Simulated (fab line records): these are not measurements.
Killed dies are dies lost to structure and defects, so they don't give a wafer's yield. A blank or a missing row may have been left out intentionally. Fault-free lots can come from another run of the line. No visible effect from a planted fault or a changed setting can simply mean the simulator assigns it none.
Matching of chambers || flow rit cmos || rie si-02 running RIT_GATE_ETCH_19: 4 sister chambers
The step etches poly-Si in SF6/CHF3/O2, stops on SiO2, time 172.7 s, target depth 312.5 nm. 4 wafers are shown with their chamber, then 7 later ones without.

== EACH WAFER AND ITS CHAMBER ==
{"wafer": "L693.3", "chamber": 2, "throttle valve pct (%)": 10.23}
{"wafer": "L693.6", "chamber": 0, "throttle valve pct (%)": 10.56}
{"wafer": "L695.3", "chamber": 3, "throttle valve pct (%)": 10.20}
{"wafer": "L695.4", "chamber": 1, "throttle valve pct (%)": 10.05}

== WAFERS WITHOUT THEIR CHAMBER ==
{"wafer": "L695.5", "throttle valve pct (%)": 10.56}
{"wafer": "L701.1", "throttle valve pct (%)": 10.06}
{"wafer": "L701.3", "throttle valve pct (%)": 10.23}
{"wafer": "L701.6", "throttle valve pct (%)": 10.06}
{"wafer": "L707.2", "throttle valve pct (%)": 10.56}
{"wafer": "L707.4", "throttle valve pct (%)": 10.06}
{"wafer": "L707.6", "throttle valve pct (%)": 10.56}

== EACH ONE'S CHAMBER ==
{"wafer": "L695.5", "from the rows above": 0, "in truth": 0}
{"wafer": "L701.1", "from the rows above": 1, "in truth": 1}
{"wafer": "L701.3", "from the rows above": 2, "in truth": 2}
{"wafer": "L701.6", "from the rows above": 1, "in truth": 1}
{"wafer": "L707.2", "from the rows above": 0, "in truth": 0}
{"wafer": "L707.4", "from the rows above": 1, "in truth": 1}
{"wafer": "L707.6", "from the rows above": 0, "in truth": 0}
Correct placement for 7 of the 7. Number that these rows cannot place: 0. Wrongly placed: 0.
How it was worked out, from the rows above alone: a wafer's distance from a chamber is the root of the sum, over the readings, of the square of ((its reading less the chamber's mean) divided by the reading's scatter). If the next closest chamber is less than 2 further off than the closest, the wafer can't be placed; otherwise it belongs to the closest. A chamber's mean is the mean of its shown wafers. The scatter: with one shown wafer a chamber, the root of the mean of the squares of how far each hidden wafer lies from its nearest shown one.
